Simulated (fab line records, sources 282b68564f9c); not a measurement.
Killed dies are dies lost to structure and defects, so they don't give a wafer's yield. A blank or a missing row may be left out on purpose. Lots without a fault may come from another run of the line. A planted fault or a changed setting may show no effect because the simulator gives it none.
Split-lot experiment | flow rit_cmos | 5 lots, 23 wafers read, on a route of 202 steps

THE SPLIT
At RIT_NSD_IMPLANT_08, the setting dose_cm2 was moved away from the recipe's 1e+15 on 7 of the 23 wafers read, by -5.9% to +7.1%. The other wafers ran this setting at the recipe's value.

FROM THE SPLIT TO THE READING: what the file shows between them, 3 steps
- RIT_SDANNEAL_CLEAN_01: cleans in dHF, time 30 s (also split here: time_s)
- RIT_SDANNEAL_CLEAN_02: cleans in SC2, time 600 s
- RIT_SDANNEAL_RTA_03: time 5 s

THE READING
NSD_RS, in ohm/sq, at RIT_SDANNEAL_RS_MEAS_05 (measures by four-point-probe). Fault-free wafers of this fab line usually give 84.36 ohm/sq, standard deviation 0.21 ohm/sq.

wafer  | tool, chamber at the split | dose_cm2 as run | against the recipe | NSD_RS, ohm/sq | against lot-mates on the recipe
L077.1 | implanter-04, 0            | 1.071e+15       | +7.1%              | 79.89          | -4.59
L077.2 | implanter-04, 0            | 1.071e+15       | +7.1%              | 79.77          | -4.71
L077.3 | implanter-04, 0            | 1e+15           | recipe             | 84.39          | -
L077.5 | implanter-04, 0            | 1e+15           | recipe             | 84.29          | -
L077.6 | implanter-04, 0            | 1e+15           | recipe             | 84.76          | -
L079.1 | implanter-04, 0            | 1e+15           | recipe             | 84.59          | -
L079.3 | implanter-04, 0            | 1e+15           | recipe             | 84.49          | -
L079.4 | implanter-04, 0            | 1e+15           | recipe             | 83.97          | -
L081.1 | implanter-02, 0            | 9.407e+14       | -5.9%              | 88.16          | +3.90
L081.2 | implanter-02, 0            | 1e+15           | recipe             | 84.29          | -
L081.3 | implanter-02, 0            | 9.407e+14       | -5.9%              | 88.63          | +4.37
L081.5 | implanter-02, 0            | 1e+15           | recipe             | 84.21          | -
L081.6 | implanter-02, 0            | 1e+15           | recipe             | 84.28          | -
L082.1 | implanter-02, 0            | 1e+15           | recipe             | 83.93          | -
L082.2 | implanter-02, 0            | 1e+15           | recipe             | 83.87          | -
L082.3 | implanter-02, 0            | 1e+15           | recipe             | 84.32          | -
L082.4 | implanter-02, 0            | 1e+15           | recipe             | 84.17          | -
L082.5 | implanter-02, 0            | 1e+15           | recipe             | 84.24          | -
L085.1 | implanter-04, 0            | 1.026e+15       | +2.6%              | 82.69          | -2.00
L085.2 | implanter-04, 0            | 1.026e+15       | +2.6%              | 82.98          | -1.71
L085.3 | implanter-04, 0            | 1e+15           | recipe             | 84.73          | -
L085.4 | implanter-04, 0            | 1.026e+15       | +2.6%              | 82.80          | -1.89
L085.6 | implanter-04, 0            | 1e+15           | recipe             | 84.66          | -

THE FIT
A straight line over all 23 wafers: NSD_RS changes by -0.65 ohm/sq for each +1% of dose_cm2; r = -0.99; the points scatter about the line by 0.26 ohm/sq.
The same after taking each lot's own level away (the mean of its wafers on the recipe; 23 wafers): -0.678 ohm/sq for each +1%; r = -1.00; scatter 0.19 ohm/sq.
On that fit, the largest move of dose_cm2 shifts the reading by 4.8 ohm/sq.
The lots' own levels span 84.106 to 84.695 ohm/sq, that is 2.8 times the standard deviation above.
So the lot-to-lot level changes the slope little: the two slopes agree.
Check: with one of the wafers moved furthest among these (+7.1%) left out of the fit, the line predicts -4.89 ohm/sq for it against its lot-mates. It came out at -4.59 ohm/sq against them.

OTHER SPLITS ON THESE WAFERS
These wafers also went through other splits before the reading. Each is held against what the fit with the lots' levels taken away leaves over:
other split on the same wafers | wafers away from the commonest value | r with NSD_RS (lot level and that fit taken away)
RIT_SPACER_CVD_03 time_s       | 15                                   | -0.11
RIT_NSD_HARDBAKE_07 temp_c     | 8                                    | -0.15
RIT_SDANNEAL_CLEAN_01 time_s   | 18                                   | +0.03

THE FILE'S OWN FIT
NSD_RS changes by -0.676 ohm/sq for each +1% of dose_cm2, r = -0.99.
